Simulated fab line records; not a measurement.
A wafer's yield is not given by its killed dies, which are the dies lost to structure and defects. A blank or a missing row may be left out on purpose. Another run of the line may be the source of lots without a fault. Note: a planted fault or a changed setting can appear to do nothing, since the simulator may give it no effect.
Lot-split experiment | flow rit-cmos | 5 lots, 23 wafers read, on a route of 202 steps

ON THE SPLIT
At RIT_SPACER_CVD_03 (deposits Si3N4 from SiH2Cl2/NH3, target thk 250 nm, time 3300 s), the setting time-s was moved away from the recipe's 3300 s on 20 of the 23 wafers read, by -12.2% to +10.6%. For the rest of the wafers, this setting stayed at what the recipe calls for.

FROM THE SPLIT ON TO THE READING: in between, the file shows 1 step
- RIT_SPACER_THK_MEAS_04

THE READING
oes-product-au, in a.u., at RIT_SPACER_ETCHBACK_05 (etches Si3N4 in SF6/CHF3, stops on SiO2, target depth 250 nm, time 240 s). On this fab line, fault-free wafers typically give 0.845 a.u. with a standard deviation of 0.017 a.u.

wafer  | tool, chamber at the split | time-s as run, s | against the recipe | oes-product-au, a.u. | against lot-mates on the recipe
L074.2 | -, -                       | 3637             | +10.2%             | 0.935                | no lot-mate on the recipe
L074.3 | -, -                       | 3637             | +10.2%             | 0.900                | no lot-mate on the recipe
L074.4 | -, -                       | 3637             | +10.2%             | 0.893                | no lot-mate on the recipe
L074.5 | -, -                       | 3637             | +10.2%             | 0.890                | no lot-mate on the recipe
L074.6 | -, -                       | 3637             | +10.2%             | 0.931                | no lot-mate on the recipe
L076.1 | lpcvd-01, 1                | 3300             | recipe             | 0.850                | -
L076.4 | lpcvd-01, 1                | 3300             | recipe             | 0.849                | -
L076.5 | lpcvd-01, 1                | 3300             | recipe             | 0.863                | -
L079.1 | -, -                       | 3649             | +10.6%             | 0.878                | no lot-mate on the recipe
L079.2 | -, -                       | 3649             | +10.6%             | 0.917                | no lot-mate on the recipe
L079.3 | -, -                       | 3649             | +10.6%             | 0.916                | no lot-mate on the recipe
L079.5 | -, -                       | 3649             | +10.6%             | 0.919                | no lot-mate on the recipe
L079.6 | -, -                       | 3649             | +10.6%             | 0.884                | no lot-mate on the recipe
L080.2 | -, -                       | 2896             | -12.2%             | 0.762                | no lot-mate on the recipe
L080.3 | -, -                       | 2896             | -12.2%             | 0.770                | no lot-mate on the recipe
L080.4 | -, -                       | 2896             | -12.2%             | 0.770                | no lot-mate on the recipe
L080.5 | -, -                       | 2896             | -12.2%             | 0.758                | no lot-mate on the recipe
L080.6 | -, -                       | 2896             | -12.2%             | 0.781                | no lot-mate on the recipe
L085.1 | -, -                       | 2932             | -11.2%             | 0.770                | no lot-mate on the recipe
L085.2 | -, -                       | 2932             | -11.2%             | 0.779                | no lot-mate on the recipe
L085.3 | -, -                       | 2932             | -11.2%             | 0.776                | no lot-mate on the recipe
L085.4 | -, -                       | 2932             | -11.2%             | 0.768                | no lot-mate on the recipe
L085.6 | -, -                       | 2932             | -11.2%             | 0.774                | no lot-mate on the recipe

THE FIT
A straight line over all 23 wafers: oes-product-au changes by +0.00614 a.u. for each +1% of time-s; r = +0.98; the points scatter about the line by 0.015 a.u.
Too few moved wafers with a lot-mate on the recipe to fit a line net of each lot's own level.

THE WHOLE CHAIN: every reading that the file lists as answering this split, in the file's order
step                   | what it does                                                             | reading                                                                        | change (the file's fit)                   | r (the file's)
RIT_SPACER_CVD_03      | deposits Si3N4 from SiH2Cl2/NH3, target thk 250 nm, time 3300 s          | Si3N4_of_SPACER_CVD_03.thk-nm (the simulator's own value, which no gauge read) | +2.3 nm for each +1% of the setting       | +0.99
RIT_SPACER_THK_MEAS_04 |                                                                          | SPACER_NITRIDE_THK                                                             | +2.3 for each +1% of the setting          | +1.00
RIT_SPACER_ETCHBACK_05 | etches Si3N4 in SF6/CHF3, stops on SiO2, target depth 250 nm, time 240 s | oes-product-au                                                                 | +0.00614 a.u. for each +1% of the setting | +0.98
RIT_SPACER_ETCHBACK_05 | etches Si3N4 in SF6/CHF3, stops on SiO2, target depth 250 nm, time 240 s | etch.depth-nm (the simulator's own value, which no gauge read)                 | +2.29 nm for each +1% of the setting      | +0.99
RIT_SPACER_ETCHBACK_05 | etches Si3N4 in SF6/CHF3, stops on SiO2, target depth 250 nm, time 240 s | Si3N4_of_SPACER_CVD_03.thk-nm (the simulator's own value, which no gauge read) | +1.89 nm for each +1% of the setting      | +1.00

THE FILE'S OWN FIT
oes-product-au changes by +0.00614 a.u. for each +1% of time-s, r = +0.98.
